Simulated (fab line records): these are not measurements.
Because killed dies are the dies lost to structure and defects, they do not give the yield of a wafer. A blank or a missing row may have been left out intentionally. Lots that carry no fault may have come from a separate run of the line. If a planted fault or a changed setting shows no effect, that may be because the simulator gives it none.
Split-lot experiment :: flow rit cmos :: 5 lots, 23 wafers read, on a route of 202 steps

## ABOUT THE SPLIT
At RIT_PRETRO_IMPLANT_08, the setting energy kev was moved away from the recipe's 45 on 8 of the 23 wafers read, by -5.7% to +5.5%. For the rest of the wafers, this setting stayed at what the recipe calls for.

The reading is taken at the split's own step.

## THE READING
The simulator's own value implant.drp nm, read by no gauge, in nm at RIT_PRETRO_IMPLANT_08. There is no usual value for it anywhere in the file.

wafer: L075.1
tool, chamber at the split: implanter-04, 0
energy kev as run: 45
against the recipe: recipe
implant.drp nm, nm: 55.07
against lot-mates on the recipe: -

wafer: L075.3
tool, chamber at the split: implanter-04, 0
energy kev as run: 45
against the recipe: recipe
implant.drp nm, nm: 55.07
against lot-mates on the recipe: -

wafer: L075.4
tool, chamber at the split: implanter-04, 0
energy kev as run: 45
against the recipe: recipe
implant.drp nm, nm: 55.07
against lot-mates on the recipe: -

wafer: L075.5
tool, chamber at the split: implanter-04, 0
energy kev as run: 45
against the recipe: recipe
implant.drp nm, nm: 55.07
against lot-mates on the recipe: -

wafer: L075.6
tool, chamber at the split: implanter-04, 0
energy kev as run: 45
against the recipe: recipe
implant.drp nm, nm: 55.07
against lot-mates on the recipe: -

wafer: L079.1
tool, chamber at the split: implanter-04, 0
energy kev as run: 47.49
against the recipe: +5.5%
implant.drp nm, nm: 56.84
against lot-mates on the recipe: +1.77

wafer: L079.4
tool, chamber at the split: implanter-04, 0
energy kev as run: 47.49
against the recipe: +5.5%
implant.drp nm, nm: 56.84
against lot-mates on the recipe: +1.77

wafer: L079.2
tool, chamber at the split: implanter-04, 0
energy kev as run: 45
against the recipe: recipe
implant.drp nm, nm: 55.07
against lot-mates on the recipe: -

wafer: L079.3
tool, chamber at the split: implanter-04, 0
energy kev as run: 45
against the recipe: recipe
implant.drp nm, nm: 55.07
against lot-mates on the recipe: -

wafer: L079.5
tool, chamber at the split: implanter-04, 0
energy kev as run: 45
against the recipe: recipe
implant.drp nm, nm: 55.07
against lot-mates on the recipe: -

wafer: L080.2
tool, chamber at the split: implanter-02, 0
energy kev as run: 45.7
against the recipe: +1.6%
implant.drp nm, nm: 55.58
against lot-mates on the recipe: +0.51

wafer: L080.3
tool, chamber at the split: implanter-02, 0
energy kev as run: 45.7
against the recipe: +1.6%
implant.drp nm, nm: 55.58
against lot-mates on the recipe: +0.51

wafer: L080.4
tool, chamber at the split: implanter-02, 0
energy kev as run: 45.7
against the recipe: +1.6%
implant.drp nm, nm: 55.58
against lot-mates on the recipe: +0.51

wafer: L080.5
tool, chamber at the split: implanter-02, 0
energy kev as run: 45
against the recipe: recipe
implant.drp nm, nm: 55.07
against lot-mates on the recipe: -

wafer: L080.6
tool, chamber at the split: implanter-02, 0
energy kev as run: 45
against the recipe: recipe
implant.drp nm, nm: 55.07
against lot-mates on the recipe: -

wafer: L083.1
tool, chamber at the split: implanter-04, 0
energy kev as run: 45
against the recipe: recipe
implant.drp nm, nm: 55.07
against lot-mates on the recipe: -

wafer: L083.2
tool, chamber at the split: implanter-04, 0
energy kev as run: 45
against the recipe: recipe
implant.drp nm, nm: 55.07
against lot-mates on the recipe: -

wafer: L083.6
tool, chamber at the split: implanter-04, 0
energy kev as run: 45
against the recipe: recipe
implant.drp nm, nm: 55.07
against lot-mates on the recipe: -

wafer: L085.1
tool, chamber at the split: implanter-04, 0
energy kev as run: 45
against the recipe: recipe
implant.drp nm, nm: 55.07
against lot-mates on the recipe: -

wafer: L085.3
tool, chamber at the split: implanter-04, 0
energy kev as run: 45
against the recipe: recipe
implant.drp nm, nm: 55.07
against lot-mates on the recipe: -

wafer: L085.2
tool, chamber at the split: implanter-04, 0
energy kev as run: 42.42
against the recipe: -5.7%
implant.drp nm, nm: 53.16
against lot-mates on the recipe: -1.91

wafer: L085.5
tool, chamber at the split: implanter-04, 0
energy kev as run: 42.42
against the recipe: -5.7%
implant.drp nm, nm: 53.16
against lot-mates on the recipe: -1.91

wafer: L085.6
tool, chamber at the split: implanter-04, 0
energy kev as run: 42.42
against the recipe: -5.7%
implant.drp nm, nm: 53.16
against lot-mates on the recipe: -1.91

FIT RESULTS
A straight line over all 23 wafers: implant.drp nm changes by +0.328 nm for each +1% of energy kev; r = +1.00; the points scatter about the line by 0.016 nm.
The same after taking each lot's own level away (the mean of its wafers on the recipe; 23 wafers): +0.328 nm for each +1%; r = +1.00; scatter 0.016 nm.
According to that fit, moving energy kev by its largest amount changes the reading by 1.9 nm.
The lots' own levels span 55.070 to 55.070 nm.
Hence the lot-to-lot level has little effect on the slope; both slopes agree.
Check: for one of the wafers moved furthest among these (-5.7%), held out of the fit, the line's prediction against its lot-mates is -1.88 nm. It came out at -1.91 nm against them.

## THESE WAFERS: OTHER SPLITS
Note: prior to the reading, these wafers also went through further splits. Each is held against what the fit with the lots' levels taken away leaves over:
other split on the same wafers: RIT_ACTIVE_OXIDATION_01 ox time s
wafers away from the commonest value: 18
r with implant.drp nm (lot level and that fit taken away): -0.08

other split on the same wafers: RIT_ACTIVE_COAT_06 spin rpm
wafers away from the commonest value: 4
r with implant.drp nm (lot level and that fit taken away): +0.23

other split on the same wafers: RIT_ACTIVE_ETCH_13 time s
wafers away from the commonest value: 11
r with implant.drp nm (lot level and that fit taken away): +0.24

other split on the same wafers: RIT_NWELL_COAT_01 resist thk nm
wafers away from the commonest value: 4
r with implant.drp nm (lot level and that fit taken away): -0.01

other split on the same wafers: RIT_NWELL_IMPLANT_08 dose cm2
wafers away from the commonest value: 8
r with implant.drp nm (lot level and that fit taken away): +0.11

other split on the same wafers: RIT_PWELL_IMPLANT_08 dose cm2
wafers away from the commonest value: 11
r with implant.drp nm (lot level and that fit taken away): +0.55

other split on the same wafers: RIT_NRETRO_SOFTBAKE_02 temp c
wafers away from the commonest value: 5
r with implant.drp nm (lot level and that fit taken away): -0.33

## THE WHOLE CHAIN: every reading that the file lists as answering this split, in the file's order
step: RIT_PRETRO_IMPLANT_08
what it does: 
reading: implant.rp nm (the simulator's own value, which no gauge read)
change (the file's fit): +1.38 nm for each +1% of the setting
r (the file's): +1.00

step: RIT_PRETRO_IMPLANT_08
what it does: 
reading: implant.drp nm (the simulator's own value, which no gauge read)
change (the file's fit): +0.327 nm for each +1% of the setting
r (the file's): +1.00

## THE FILE'S OWN FIT
implant.drp nm changes by +0.327 nm for each +1% of energy kev, r = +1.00.
